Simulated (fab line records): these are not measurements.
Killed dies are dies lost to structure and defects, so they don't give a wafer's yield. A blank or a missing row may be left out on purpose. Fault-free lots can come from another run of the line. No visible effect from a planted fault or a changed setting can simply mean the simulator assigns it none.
fab line records | flow rit_cmos
[record] lots = 14 | wafers = 42 | last_day = 7
route steps=202 shown ACTIVE@1 PRETRO@70 GATE@93 M1@188
lots that met no fault: from a run of the same line without faults
start_h: the number of hours between the record's first day and the start of the first shown wafer of the lot | wait_h: hours from the lot's prior step to this one | " same as the row above | L1.1+2: a single row standing in for several wafers | - no value present, or no start provided | * or withheld: withheld | < > ~ a bound
route shown NAME@n: names a module that has steps shown in the file, with the first one's number in the route | usual: mean and standard deviation over wafers with no fault | same: alike in all rows | chamber/n: place in a boat | sites: per-site readings | _std_site: how widely they spread, as a standard deviation | _edge_site: the outer-site mean with the inner-site mean subtracted | radius_mm: how far each site lies from the wafer's centre | mask NAME#n: copy n | behind: the tool/chamber that last shaped the wafer | hold: the reason the lot was held/the length of the hold in hours/how it ended | device: which transistor (n, p or np) failed to switch | end of line: the route-end tests of the same wafers | step lacking rows: just its recipe | killed: at the first sort, the dies lost to defects and structure; wafer yield is something else | map: a wafer's dies, marking killed ones x, the rest . and places with no die _
set.NAME: the setting that was run; set.NAME@STEP: the one run at that earlier step | model.NAME: the simulator's own value behind a step, which no gauge read
a sample of lots followed through the steps of the route, with each step as a table and each wafer as a row
[[steps]]
[step RIT_ACTIVE_BOW_MEAS_00]
[recipe] mode = bow
[usual] INCOMING_BOW = 1/6.1
lot.wafer | tool          | chamber | start_h | wait_h | INCOMING_BOW[um]
L247.1    | film_metro-02 | -       | 15.00   | -      | 8
L247.2    | "             | -       | "       | "      | -2
L247.6    | "             | -       | "       | "      | -17
L249.1    | film_metro-02 | -       | 25.00   | -      | -3
L249.4    | "             | -       | "       | "      | -4
L249.6    | "             | -       | "       | "      | 6
L250.1    | film_metro-04 | -       | 30.00   | -      | -1
L250.3    | "             | -       | "       | "      | 0
L250.4    | "             | -       | "       | "      | 10
L251.1    | film_metro-02 | -       | 35.00   | -      | -3
L251.3    | "             | -       | "       | "      | -12
L251.5    | "             | -       | "       | "      | 3
L252.1    | film_metro-01 | -       | 40.00   | -      | -4
L252.3    | "             | -       | "       | "      | -3
L252.6    | "             | -       | "       | "      | 6
L253.1    | film_metro-02 | -       | 45.00   | -      | -6
L253.2    | "             | -       | "       | "      | 4
L253.3    | "             | -       | "       | "      | -7
L254.2    | film_metro-01 | -       | 50.02   | -      | -4
L254.5    | "             | -       | "       | "      | 13
L254.6    | "             | -       | "       | "      | 4
L256.2    | film_metro-04 | -       | 60.02   | -      | 5
L256.4    | "             | -       | "       | "      | 10
L256.5    | "             | -       | "       | "      | -1
L257.2    | film_metro-04 | -       | 65.02   | -      | -7
L257.3    | "             | -       | "       | "      | 4
L257.6    | "             | -       | "       | "      | -1
L261.1    | film_metro-04 | -       | 85.00   | -      | 5
L261.4    | "             | -       | "       | "      | 10
L261.5    | "             | -       | "       | "      | 2
L266.1    | film_metro-04 | -       | 110.00  | -      | -6
L266.3    | "             | -       | "       | "      | -6
L266.6    | "             | -       | "       | "      | -1
L267.3    | film_metro-02 | -       | 115.04  | -      | 3
L267.4    | "             | -       | "       | "      | 10
L267.6    | "             | -       | "       | "      | 0
L268.1    | film_metro-04 | -       | 120.00  | -      | -4
L268.3    | "             | -       | "       | "      | 6
L268.4    | "             | -       | "       | "      | -4
L269.1    | film_metro-01 | -       | 125.00  | -      | -6
L269.4    | "             | -       | "       | "      | -5
L269.5    | "             | -       | "       | "      | 4
[step RIT_PRETRO_OVL_MEAS_06]
[usual] PRETRO_OVL = 0.6/1.2
lot.wafer | tool       | chamber | start_h | wait_h | PRETRO_OVL[nm]
L247.1    | overlay-02 | -       | 37.90   | -      | 1.0
L247.2    | "          | -       | "       | "      | 0.6
L247.6    | "          | -       | "       | "      | -0.3
L249.1    | overlay-02 | -       | 50.44   | -      | -1.2
L249.4    | "          | -       | "       | "      | -2.1
L249.6    | "          | -       | "       | "      | -1.9
L250.1    | overlay-02 | -       | 51.92   | -      | 0.5
L250.3    | "          | -       | "       | "      | 0.6
L250.4    | "          | -       | "       | "      | 0.0
L251.1    | overlay-02 | -       | 58.25   | -      | 1.4
L251.3    | "          | -       | "       | "      | -0.4
L251.5    | "          | -       | "       | "      | -0.3
L252.1    | overlay-01 | -       | 64.95   | -      | 0.4
L252.3    | "          | -       | "       | "      | 1.0
L252.6    | "          | -       | "       | "      | -0.4
L253.1    | overlay-02 | -       | 71.62   | -      | 1.2
L253.2    | "          | -       | "       | "      | 0.7
L253.3    | "          | -       | "       | "      | 2.0
L254.2    | overlay-02 | -       | 76.23   | -      | 0.5
L254.5    | "          | -       | "       | "      | -0.3
L254.6    | "          | -       | "       | "      | -0.6
L256.2    | overlay-02 | -       | 84.13   | -      | -0.7
L256.4    | "          | -       | "       | "      | -1.9
L256.5    | "          | -       | "       | "      | 0.3
L257.2    | overlay-01 | -       | 89.87   | -      | 1.4
L257.3    | "          | -       | "       | "      | 0.9
L257.6    | "          | -       | "       | "      | 1.4
L261.1    | overlay-01 | -       | 110.49  | -      | 1.4
L261.4    | "          | -       | "       | "      | 0.9
L261.5    | "          | -       | "       | "      | -0.2
L266.1    | overlay-01 | -       | 132.30  | -      | 1.0
L266.3    | "          | -       | "       | "      | 1.6
L266.6    | "          | -       | "       | "      | 1.6
L267.3    | overlay-02 | -       | 137.73  | -      | -0.8
L267.4    | "          | -       | "       | "      | -0.1
L267.6    | "          | -       | "       | "      | -0.5
L268.1    | overlay-02 | -       | 142.93  | -      | 1.3
L268.3    | "          | -       | "       | "      | 0.8
L268.4    | "          | -       | "       | "      | 1.6
L269.1    | overlay-02 | -       | 150.47  | -      | -1.0
L269.4    | "          | -       | "       | "      | -0.6
L269.5    | "          | -       | "       | "      | -0.3
[step RIT_GATE_OVL_MEAS_17]
[usual] GATE_OVL = 1.0/1.4
lot.wafer | tool       | chamber | start_h | wait_h | GATE_OVL[nm]
L247.1    | overlay-01 | -       | 46.47   | 0.1    | 0.6
L247.2    | "          | -       | "       | "      | -0.5
L247.6    | "          | -       | "       | "      | 0.6
L249.1    | overlay-02 | -       | 55.76   | 0.1    | 2.4
L249.4    | "          | -       | "       | "      | 1.4
L249.6    | "          | -       | "       | "      | 0.9
L250.1    | overlay-02 | -       | 59.85   | 0.1    | 2.5
L250.3    | "          | -       | "       | "      | 1.7
L250.4    | "          | -       | "       | "      | 0.7
L251.1    | overlay-02 | -       | 66.36   | 0.1    | 0.6
L251.3    | "          | -       | "       | "      | 0.3
L251.5    | "          | -       | "       | "      | 0.6
L252.1    | overlay-01 | -       | 71.36   | 0.1    | 2.2
L252.3    | "          | -       | "       | "      | 1.8
L252.6    | "          | -       | "       | "      | 0.5
L253.1    | overlay-02 | -       | 83.60   | 0.1    | 0.1
L253.2    | "          | -       | "       | "      | 1.7
L253.3    | "          | -       | "       | "      | 0.8
L254.2    | overlay-01 | -       | 84.25   | 0.1    | 1.3
L254.5    | "          | -       | "       | "      | 0.4
L254.6    | "          | -       | "       | "      | 1.7
L256.2    | overlay-01 | -       | 92.68   | 0.1    | 3.4
L256.4    | "          | -       | "       | "      | 2.5
L256.5    | "          | -       | "       | "      | 2.8
L257.2    | overlay-01 | -       | 99.11   | 0.1    | 2.6
L257.3    | "          | -       | "       | "      | 2.8
L257.6    | "          | -       | "       | "      | 1.8
L261.1    | overlay-02 | -       | 118.12  | 0.1    | 0.8
L261.4    | "          | -       | "       | "      | 0.3
L261.5    | "          | -       | "       | "      | 0.4
L266.1    | overlay-02 | -       | 141.97  | 0.1    | 1.4
L266.3    | "          | -       | "       | "      | 0.0
L266.6    | "          | -       | "       | "      | 2.1
L267.3    | overlay-01 | -       | 143.23  | 0.1    | 2.4
L267.4    | "          | -       | "       | "      | 1.7
L267.6    | "          | -       | "       | "      | -1.1
L268.1    | overlay-02 | -       | 152.01  | 0.1    | 0.5
L268.3    | "          | -       | "       | "      | -0.4
L268.4    | "          | -       | "       | "      | -0.3
L269.1    | overlay-02 | -       | 156.21  | 0.1    | -1.6
L269.4    | "          | -       | "       | "      | -0.2
L269.5    | "          | -       | "       | "      | -0.1
[step RIT_M1_COAT_04]
[recipe] resist = NOVOLAK | spin_rpm = 2000 | resist_thk_nm = 1300
[usual] chill_plate_temp_C = 23.01/0.12 | dispense_pressure_kPa = 49.7/0.6
lot.wafer | tool           | chamber | start_h | wait_h | chill_plate_temp_C | dispense_pressure_kPa
L247.1    | litho_track-02 | 0       | 65.52   | 0.1    | 23.09              | 50.1
L247.2    | "              | 0       | "       | "      | 23.11              | 50.2
L247.6    | "              | 0       | "       | "      | 23.10              | 50.1
L249.1    | litho_track-03 | 0       | 75.18   | 0.1    | 22.93              | 48.5
L249.4    | "              | 0       | "       | "      | 22.93              | 48.5
L249.6    | "              | 0       | "       | "      | 22.93              | 48.5
L250.1    | litho_track-02 | 0       | 77.61   | 0.1    | 22.95              | 50.1
L250.3    | "              | 0       | "       | "      | 22.98              | 50.1
L250.4    | "              | 0       | "       | "      | 22.84              | 50.1
L251.1    | litho_track-03 | 0       | 83.02   | 0.1    | 23.04              | 48.5
L251.3    | "              | 0       | "       | "      | 23.09              | 48.5
L251.5    | "              | 0       | "       | "      | 22.88              | 48.5
L252.1    | litho_track-04 | 0       | 89.41   | 0.1    | 22.93              | 49.4
L252.3    | "              | 0       | "       | "      | 22.90              | 49.4
L252.6    | "              | 0       | "       | "      | 22.99              | 49.4
L253.1    | litho_track-04 | 0       | 99.94   | 0.1    | 23.14              | 49.3
L253.2    | "              | 0       | "       | "      | 23.08              | 49.4
L253.3    | "              | 0       | "       | "      | 23.07              | 49.4
L254.2    | litho_track-02 | 0       | 102.87  | 0.1    | 22.95              | 50.1
L254.5    | "              | 0       | "       | "      | 23.03              | 50.1
L254.6    | "              | 0       | "       | "      | 23.06              | 50.1
L256.2    | litho_track-02 | -       | 110.02  | 0.1    | -                  | -
L256.4    | "              | -       | "       | "      | -                  | -
L256.5    | "              | -       | "       | "      | -                  | -
L257.2    | litho_track-02 | -       | 115.96  | 0.1    | -                  | -
L257.3    | "              | -       | "       | "      | -                  | -
L257.6    | "              | -       | "       | "      | -                  | -
L261.1    | litho_track-04 | 0       | 134.80  | 0.1    | 23.03              | 49.4
L261.4    | "              | 0       | "       | "      | 23.04              | 49.4
L261.5    | "              | 0       | "       | "      | 23.10              | 49.4
L266.1    | litho_track-04 | 0       | 160.09  | 0.1    | 22.91              | 49.4
L266.3    | "              | 0       | "       | "      | 23.02              | 49.4
L266.6    | "              | 0       | "       | "      | 22.94              | 49.4
L267.3    | litho_track-02 | 0       | 162.47  | 0.1    | 22.93              | 50.1
L267.4    | "              | 0       | "       | "      | 23.14              | 50.1
L267.6    | "              | 0       | "       | "      | 23.08              | 50.1
L268.1    | litho_track-04 | 0       | 169.06  | 0.1    | 23.01              | 49.4
L268.3    | "              | 0       | "       | "      | 22.91              | 49.4
L268.4    | "              | 0       | "       | "      | 22.90              | 49.4
L269.1    | litho_track-02 | 0       | 173.47  | 0.1    | 22.92              | 50.1
L269.4    | "              | 0       | "       | "      | 22.86              | 50.1
L269.5    | "              | 0       | "       | "      | 23.15              | 50.1
[step RIT_M1_CD_MEAS_09]
[recipe] target_cd_nm = 2600
[usual] cd_nm = 2599.4/2.2
lot.wafer | tool      | chamber | start_h | wait_h | cd_nm
L247.1    | cd_sem-02 | -       | 66.38   | -      | 2601.2
L247.2    | "         | -       | "       | "      | 2598.8
L247.6    | "         | -       | "       | "      | 2600.0
L249.1    | cd_sem-01 | -       | 76.04   | -      | 2599.0
L249.4    | "         | -       | "       | "      | 2597.8
L249.6    | "         | -       | "       | "      | 2598.9
L250.1    | cd_sem-01 | -       | 78.47   | -      | 2600.7
L250.3    | "         | -       | "       | "      | 2598.3
L250.4    | "         | -       | "       | "      | 2600.2
L251.1    | cd_sem-02 | -       | 83.88   | -      | 2598.4
L251.3    | "         | -       | "       | "      | 2597.5
L251.5    | "         | -       | "       | "      | 2601.3
L252.1    | cd_sem-02 | -       | 90.39   | -      | 2598.4
L252.3    | "         | -       | "       | "      | 2599.5
L252.6    | "         | -       | "       | "      | 2596.7
L253.1    | cd_sem-02 | -       | 100.83  | -      | 2598.0
L253.2    | "         | -       | "       | "      | 2600.7
L253.3    | "         | -       | "       | "      | 2600.1
L254.2    | cd_sem-02 | -       | 103.60  | -      | 2601.3
L254.5    | "         | -       | "       | "      | 2602.5
L254.6    | "         | -       | "       | "      | 2601.2
L256.2    | cd_sem-02 | -       | 110.75  | -      | -
L256.4    | "         | -       | "       | "      | -
L256.5    | "         | -       | "       | "      | -
L257.2    | cd_sem-02 | -       | 116.81  | -      | -
L257.3    | "         | -       | "       | "      | -
L257.6    | "         | -       | "       | "      | -
L261.1    | cd_sem-01 | -       | 135.65  | -      | 2603.5
L261.4    | "         | -       | "       | "      | 2601.4
L261.5    | "         | -       | "       | "      | 2602.3
L266.1    | cd_sem-02 | -       | 160.82  | -      | 2594.6
L266.3    | "         | -       | "       | "      | 2597.5
L266.6    | "         | -       | "       | "      | 2597.7
L267.3    | cd_sem-02 | -       | 163.19  | -      | 2598.0
L267.4    | "         | -       | "       | "      | 2596.9
L267.6    | "         | -       | "       | "      | 2600.0
L268.1    | cd_sem-02 | -       | 169.79  | -      | 2599.7
L268.3    | "         | -       | "       | "      | 2599.1
L268.4    | "         | -       | "       | "      | 2597.7
L269.1    | cd_sem-02 | -       | 174.20  | -      | 2602.4
L269.4    | "         | -       | "       | "      | 2601.6
L269.5    | "         | -       | "       | "      | 2600.3
[step RIT_M1_PROBE_99]
[usual] defect_limited_yield = 97.4/1 | killed_at_M0_to_M3 = 0.0/0.12 | killed_at_contacts = 0.1/0.25 | killed_at_front_end = 6.8/2.7 | killed_dies = 6.8/2.7 | killed_on_rim = 1.7/1.2 | killed_open = 3.4/1.8 | killed_short = 3.5/1.7 | sort_bin_3_pad_short = 0.1/0.23 | sort_bin_5_function = 1.5/0.67 | sort_bin_6_memory = 1.0/0.67 | sort_n_pass = 257.2/2.7 | sort_yield_pct = 97.4/1
[same] gross_dies = 264 | killed_at_M4_up = 0 | killed_at_back_side = 0 | killed_at_other = 0
lot.wafer | tool      | chamber | start_h | wait_h | defect_limited_yield[%] | killed_at_M0_to_M3 | killed_at_contacts | killed_at_front_end | killed_dies | killed_on_rim | killed_open | killed_short | sort_bin_3_pad_short[%] | sort_bin_5_function[%] | sort_bin_6_memory[%] | sort_n_pass | sort_yield_pct[%]
L247.1    | prober-02 | -       | 69.03   | 0.1    | 96.6                    | 0                  | 1                  | 8                   | 9           | 0             | 5           | 4            | 0                       | 1.9                    | 1.5                  | 255.0       | 96.6
L247.2    | prober-02 | -       | 69.08   | 0.1    | 97.3                    | 0                  | 1                  | 6                   | 7           | 0             | 2           | 5            | 0.8                     | 1.5                    | 0.4                  | 257.0       | 97.3
L247.6    | prober-02 | -       | 69.28   | 0.2    | 96.6                    | 0                  | 0                  | 9                   | 9           | 2             | 6           | 3            | 0.8                     | 1.1                    | 1.5                  | 255.0       | 96.6
L249.1    | prober-02 | -       | 78.70   | 0.1    | 96.6                    | 0                  | 0                  | 9                   | 9           | 2             | 5           | 4            | 0.4                     | 1.9                    | 1.1                  | 255.0       | 96.6
L249.4    | prober-02 | -       | 78.85   | 0.2    | 97.3                    | 0                  | 0                  | 7                   | 7           | 1             | 4           | 3            | 0                       | 1.5                    | 1.1                  | 257.0       | 97.3
L249.6    | prober-02 | -       | 78.95   | 0.2    | 98.1                    | 0                  | 0                  | 5                   | 5           | 3             | 0           | 5            | 0                       | 0.8                    | 1.1                  | 259.0       | 98.1
L250.1    | prober-01 | -       | 81.14   | 0.1    | 95.1                    | 0                  | 0                  | 13                  | 13          | 4             | 6           | 7            | 0.4                     | 2.3                    | 2.3                  | 251.0       | 95.1
L250.3    | prober-01 | -       | 81.24   | 0.2    | 98.9                    | 0                  | 0                  | 3                   | 3           | 0             | 2           | 1            | 0                       | 0.8                    | 0.4                  | 261.0       | 98.9
L250.4    | prober-01 | -       | 81.29   | 0.2    | 98.1                    | 0                  | 0                  | 5                   | 5           | 0             | 2           | 3            | 0                       | 1.1                    | 0.8                  | 259.0       | 98.1
L251.1    | prober-02 | -       | 86.54   | 0.1    | 97.3                    | 0                  | 0                  | 7                   | 7           | 2             | 3           | 4            | 0.4                     | 1.5                    | 0.8                  | 257.0       | 97.3
L251.3    | prober-02 | -       | 86.64   | 0.2    | 95.8                    | 0                  | 0                  | 11                  | 11          | 3             | 6           | 5            | 0                       | 1.5                    | 2.7                  | 253.0       | 95.8
L251.5    | prober-02 | -       | 86.74   | 0.2    | 93.9                    | 0                  | 0                  | 16                  | 16          | 4             | 8           | 8            | 0.4                     | 1.9                    | 3.8                  | 248.0       | 93.9
L252.1    | prober-01 | -       | 93.04   | 0.1    | 98.5                    | 0                  | 0                  | 4                   | 4           | 0             | 4           | 0            | 0                       | 1.5                    | 0                    | 260.0       | 98.5
L252.3    | prober-01 | -       | 93.14   | 0.2    | 96.2                    | 0                  | 0                  | 10                  | 10          | 1             | 4           | 6            | 0.8                     | 1.5                    | 1.5                  | 254.0       | 96.2
L252.6    | prober-01 | -       | 93.29   | 0.2    | 98.9                    | 0                  | 0                  | 3                   | 3           | 0             | 1           | 2            | 0                       | 0.8                    | 0.4                  | 261.0       | 98.9
L253.1    | prober-01 | -       | 127.30  | 0.1    | 98.5                    | 0                  | 0                  | 4                   | 4           | 1             | 1           | 3            | 0                       | 1.1                    | 0.4                  | 260.0       | 98.5
L253.2    | prober-01 | -       | 127.35  | 0.1    | 97.3                    | 0                  | 0                  | 7                   | 7           | 4             | 4           | 3            | 0                       | 1.9                    | 0.8                  | 257.0       | 97.3
L253.3    | prober-01 | -       | 127.40  | 0.2    | 98.1                    | 0                  | 0                  | 5                   | 5           | 1             | 2           | 3            | 0                       | 1.5                    | 0.4                  | 259.0       | 98.1
L254.2    | prober-01 | -       | 127.65  | 0.4    | 98.5                    | 0                  | 0                  | 4                   | 4           | 1             | 2           | 2            | 0                       | 1.1                    | 0.4                  | 260.0       | 98.5
L254.5    | prober-01 | -       | 127.80  | 0.5    | 97.7                    | 0                  | 0                  | 6                   | 6           | 2             | 2           | 4            | 0                       | 0.8                    | 1.5                  | 258.0       | 97.7
L254.6    | prober-01 | -       | 127.85  | 0.6    | 97.3                    | 0                  | 0                  | 7                   | 7           | 1             | 4           | 3            | 0                       | 1.1                    | 1.5                  | 257.0       | 97.3
L257.2    | prober-01 | -       | 127.95  | 0.7    | 0                       | 255                | 1                  | 8                   | 264         | 70            | 7           | 2            | 0                       | 98.5                   | 1.5                  | 0           | 0
L257.3    | prober-01 | -       | 128.00  | 0.8    | 0                       | 263                | 0                  | 1                   | 264         | 70            | 1           | 0            | 0                       | 100.0                  | 0                    | 0           | 0
L257.6    | prober-01 | -       | 128.15  | 0.8    | 0                       | 259                | 0                  | 5                   | 264         | 70            | 4           | 1            | 0                       | 99.2                   | 0.8                  | 0           | 0
L256.2    | prober-01 | -       | 128.55  | 1.2    | 0                       | 261                | 0                  | 3                   | 264         | 70            | 0           | 3            | 0                       | 99.6                   | 0.4                  | 0           | 0
L256.4    | prober-01 | -       | 128.65  | 1.3    | 0                       | 259                | 0                  | 5                   | 264         | 70            | 5           | 0            | 0                       | 99.2                   | 0.8                  | 0           | 0
L256.5    | prober-01 | -       | 128.70  | 1.3    | 0                       | 262                | 0                  | 2                   | 264         | 70            | 0           | 2            | 0                       | 99.6                   | 0.4                  | 0           | 0
L261.1    | prober-01 | -       | 138.31  | 0.1    | 97.7                    | 0                  | 0                  | 6                   | 6           | 4             | 2           | 4            | 0.4                     | 0.8                    | 1.1                  | 258.0       | 97.7
L261.4    | prober-01 | -       | 138.46  | 0.2    | 97.7                    | 0                  | 0                  | 6                   | 6           | 2             | 2           | 4            | 0                       | 0.8                    | 1.5                  | 258.0       | 97.7
L261.5    | prober-01 | -       | 138.51  | 0.2    | 96.6                    | 0                  | 0                  | 9                   | 9           | 1             | 5           | 4            | 0                       | 1.9                    | 1.5                  | 255.0       | 96.6
L266.1    | prober-01 | -       | 163.48  | 0.1    | 98.5                    | 0                  | 0                  | 4                   | 4           | 0             | 1           | 3            | 0                       | 1.5                    | 0                    | 260.0       | 98.5
L266.3    | prober-01 | -       | 163.58  | 0.2    | 95.8                    | 0                  | 0                  | 11                  | 11          | 2             | 5           | 6            | 0.4                     | 2.7                    | 1.1                  | 253.0       | 95.8
L266.6    | prober-01 | -       | 163.73  | 0.2    | 95.1                    | 0                  | 0                  | 13                  | 13          | 3             | 6           | 7            | 0                       | 2.3                    | 2.7                  | 251.0       | 95.1
L267.3    | prober-02 | -       | 166.03  | 0.2    | 97.7                    | 0                  | 0                  | 6                   | 6           | 1             | 3           | 3            | 0.4                     | 1.5                    | 0.4                  | 258.0       | 97.7
L267.4    | prober-02 | -       | 166.08  | 0.2    | 97.0                    | 0                  | 0                  | 8                   | 8           | 0             | 4           | 4            | 0                       | 1.9                    | 1.1                  | 256.0       | 97.0
L267.6    | prober-02 | -       | 166.18  | 0.2    | 95.5                    | 0                  | 0                  | 12                  | 12          | 4             | 4           | 8            | 0.4                     | 2.3                    | 1.9                  | 252.0       | 95.5
L268.1    | prober-01 | -       | 172.46  | 0.1    | 97.0                    | 0                  | 0                  | 8                   | 8           | 2             | 5           | 3            | 0                       | 2.3                    | 0.8                  | 256.0       | 97.0
L268.3    | prober-01 | -       | 172.56  | 0.2    | 95.8                    | 0                  | 0                  | 11                  | 11          | 4             | 6           | 5            | 0.4                     | 0.8                    | 3.0                  | 253.0       | 95.8
L268.4    | prober-01 | -       | 172.61  | 0.2    | 98.5                    | 0                  | 0                  | 4                   | 4           | 0             | 1           | 3            | 0                       | 1.1                    | 0.4                  | 260.0       | 98.5
L269.1    | prober-02 | -       | 176.88  | 0.1    | 98.1                    | 1                  | 0                  | 4                   | 5           | 2             | 2           | 3            | 0                       | 1.1                    | 0.8                  | 259.0       | 98.1
L269.4    | prober-02 | -       | 177.03  | 0.2    | 95.8                    | 0                  | 0                  | 11                  | 11          | 1             | 7           | 4            | 0.4                     | 1.5                    | 2.3                  | 253.0       | 95.8
L269.5    | prober-02 | -       | 177.08  | 0.2    | 97.3                    | 0                  | 0                  | 7                   | 7           | 3             | 3           | 4            | 0                       | 1.5                    | 1.1                  | 257.0       | 97.3
// killed by level:class
L247.1 GATE:geometric_particle:open=2 SILICIDE:geometric_particle:open=2 FOX1:geometric_particle:short=1 GATE:geometric_particle:short=1 REOX:geometric_particle:short=1 SPACER:geometric_particle:open=1 CONTACT:geometric_particle:short=1
L247.2 GATE:geometric_particle:short=3 FOX1:geometric_particle:open=1 FOX1:geometric_particle:short=1 GATE:geometric_particle:open=1 CONTACT:geometric_particle:short=1
L247.6 FOX1:geometric_particle:open=3 SPACER:geometric_particle:open=2 REOX:geometric_particle:short=1 REOX:geometric_particle:open=1 SPACER:geometric_particle:short=1 SILICIDE:geometric_particle:short=1
L249.1 GATE:geometric_particle:open=2 SILICIDE:geometric_particle:open=2 FOX1:geometric_particle:open=1 GATE:geometric_particle:short=1 REOX:geometric_particle:short=1 SPACER:geometric_particle:short=1 SILICIDE:geometric_particle:short=1
L249.4 FOX1:geometric_particle:short=2 REOX:geometric_particle:open=2 FOX1:geometric_particle:open=1 REOX:geometric_particle:short=1 SPACER:geometric_particle:open=1
L249.6 GATE:geometric_particle:short=2 FOX1:geometric_particle:short=1 REOX:geometric_particle:short=1 SILICIDE:geometric_particle:short=1
L250.1 GATE:geometric_particle:open=4 GATE:geometric_particle:short=3 FOX2:geometric_particle:short=2 SILICIDE:geometric_particle:open=2 REOX:geometric_particle:short=1 SPACER:geometric_particle:short=1
L250.3 GATE:geometric_particle:open=2 FOX2:geometric_particle:short=1
L250.4 GATE:geometric_particle:short=2 FOX1:geometric_particle:short=1 FOX1:geometric_particle:open=1 GATE:geometric_particle:open=1
L251.1 GATE:geometric_particle:open=2 GATE:geometric_particle:short=2 SILICIDE:geometric_particle:short=2 REOX:geometric_particle:open=1
L251.3 GATE:geometric_particle:short=3 GATE:geometric_particle:open=2 FOX1:geometric_particle:open=1 FOX2:geometric_particle:open=1 REOX:geometric_particle:short=1 REOX:geometric_particle:open=1 SPACER:geometric_particle:open=1 SILICIDE:geometric_particle:short=1
L251.5 GATE:geometric_particle:open=6 GATE:geometric_particle:short=4 SILICIDE:geometric_particle:short=2 FOX2:geometric_particle:short=1 REOX:geometric_particle:open=1 REOX:geometric_particle:short=1 SILICIDE:geometric_particle:open=1
L252.1 FOX1:geometric_particle:open=3 SPACER:geometric_particle:open=1
L252.3 GATE:geometric_particle:short=2 REOX:geometric_particle:open=2 SILICIDE:geometric_particle:short=2 FOX1:geometric_particle:short=1 GATE:geometric_particle:open=1 SPACER:geometric_particle:open=1 SPACER:geometric_particle:short=1
L252.6 FOX2:geometric_particle:short=2 FOX2:geometric_particle:open=1
L253.1 GATE:geometric_particle:short=3 GATE:geometric_particle:open=1
L253.2 FOX1:geometric_particle:open=1 FOX2:geometric_particle:open=1 GATE:geometric_particle:open=1 GATE:geometric_particle:short=1 REOX:geometric_particle:short=1 REOX:geometric_particle:open=1 SILICIDE:geometric_particle:short=1
L253.3 GATE:geometric_particle:open=2 GATE:geometric_particle:short=1 REOX:geometric_particle:short=1 SPACER:geometric_particle:short=1
L254.2 GATE:geometric_particle:open=1 REOX:geometric_particle:short=1 SILICIDE:geometric_particle:short=1 SILICIDE:geometric_particle:open=1
L254.5 FOX2:geometric_particle:short=2 GATE:geometric_particle:short=1 REOX:geometric_particle:open=1 SPACER:geometric_particle:short=1 SILICIDE:geometric_particle:open=1
L254.6 FOX2:geometric_particle:open=2 FOX2:geometric_particle:short=1 GATE:geometric_particle:short=1 GATE:geometric_particle:open=1 REOX:geometric_particle:open=1 SPACER:geometric_particle:short=1
L257.2 M1:area_expose=255 GATE:geometric_particle:open=3 SPACER:geometric_particle:open=3 GATE:geometric_particle:short=2 CONTACT:geometric_particle:open=1
L257.3 M1:area_expose=263 SPACER:geometric_particle:open=1
L257.6 M1:area_expose=259 SILICIDE:geometric_particle:open=2 FOX1:geometric_particle:short=1 FOX1:geometric_particle:open=1 GATE:geometric_particle:open=1
L256.2 M1:area_expose=261 GATE:geometric_particle:short=2 SILICIDE:geometric_particle:short=1
L256.4 M1:area_expose=259 FOX2:geometric_particle:open=2 SPACER:geometric_particle:open=2 GATE:geometric_particle:open=1
L256.5 M1:area_expose=262 GATE:geometric_particle:short=1 SILICIDE:geometric_particle:short=1
L261.1 REOX:geometric_particle:short=2 GATE:geometric_particle:short=1 REOX:geometric_particle:open=1 SPACER:geometric_particle:open=1 SILICIDE:geometric_particle:short=1
L261.4 GATE:geometric_particle:open=2 GATE:geometric_particle:short=2 FOX2:geometric_particle:short=1 SILICIDE:geometric_particle:short=1
L261.5 GATE:geometric_particle:short=3 FOX2:geometric_particle:open=2 FOX1:geometric_particle:short=1 GATE:geometric_particle:open=1 REOX:geometric_particle:open=1 SILICIDE:geometric_particle:open=1
L266.1 GATE:geometric_particle:short=2 FOX2:geometric_particle:open=1 SILICIDE:geometric_particle:short=1
L266.3 GATE:geometric_particle:short=4 REOX:geometric_particle:open=2 FOX1:geometric_particle:short=1 GATE:geometric_particle:open=1 SPACER:geometric_particle:open=1 SILICIDE:geometric_particle:short=1 SILICIDE:geometric_particle:open=1
L266.6 GATE:geometric_particle:short=4 REOX:geometric_particle:open=3 GATE:geometric_particle:open=2 REOX:geometric_particle:short=2 SILICIDE:geometric_particle:short=1 SILICIDE:geometric_particle:open=1
L267.3 GATE:geometric_particle:short=3 FOX2:geometric_particle:open=1 REOX:geometric_particle:open=1 SILICIDE:geometric_particle:open=1
L267.4 FOX2:geometric_particle:open=2 GATE:geometric_particle:open=2 REOX:geometric_particle:short=2 FOX2:geometric_particle:short=1 SILICIDE:geometric_particle:short=1
L267.6 GATE:geometric_particle:short=3 REOX:geometric_particle:short=2 SILICIDE:geometric_particle:open=2 SILICIDE:geometric_particle:short=2 FOX2:geometric_particle:short=1 GATE:geometric_particle:open=1 REOX:geometric_particle:open=1
L268.1 GATE:geometric_particle:open=3 FOX1:geometric_particle:short=1 FOX2:geometric_particle:open=1 GATE:geometric_particle:short=1 SPACER:geometric_particle:open=1 SILICIDE:geometric_particle:short=1
L268.3 GATE:geometric_particle:open=4 GATE:geometric_particle:short=3 SPACER:geometric_particle:short=2 FOX1:geometric_particle:open=1 SILICIDE:geometric_particle:open=1
L268.4 SPACER:geometric_particle:short=2 SPACER:geometric_particle:open=1 SILICIDE:geometric_particle:short=1
L269.1 FOX1:geometric_particle:open=1 GATE:geometric_particle:open=1 GATE:geometric_particle:short=1 SPACER:geometric_particle:short=1 M1:geometric_particle:short=1
L269.4 GATE:geometric_particle:open=3 SPACER:geometric_particle:open=3 GATE:geometric_particle:short=2 SPACER:geometric_particle:short=2 REOX:geometric_particle:open=1
L269.5 GATE:geometric_particle:short=2 SPACER:geometric_particle:open=2 REOX:geometric_particle:open=1 REOX:geometric_particle:short=1 SPACER:geometric_particle:short=1
[[key]]
[first_sign] step = RIT_M1_COAT_04 | reading = tool_record | direction = missing
[effect] step = RIT_M1_CD_MEAS_09 | reading = cd_nm | direction = missing
[effect] step = RIT_M1_PROBE_99 | reading = killed_at_M0_to_M3 | direction = up | sigmas = 99+ | usual = 0.0 | struck = 259.8
[more_kills_born_at] RIT_M1_EXPOSE_06@iline_stepper-02 = 782 | RIT_M1_EXPOSE_06@iline_stepper-01 = 777
met_at RIT_M1_COAT_04
struck_lots L256,L257
later_rows_left_out L256.2,L256.4,L256.5,L257.2,L257.3,L257.6
not_acting_at RIT_ACTIVE_BOW_MEAS_00,RIT_PRETRO_OVL_MEAS_06,RIT_GATE_OVL_MEAS_17
onset_between 102.87 110.02
[fault] kind = skipped_step_whole | tool = litho_track-02 | chamber = - | onset_h = 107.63 | steps = RIT_M1_COAT_04 | scope = struck_lots_only
// later_rows_left_out: the simulator's readings of these wafers behind a module that went badly wrong aren't trusted and aren't shown, but for the sort
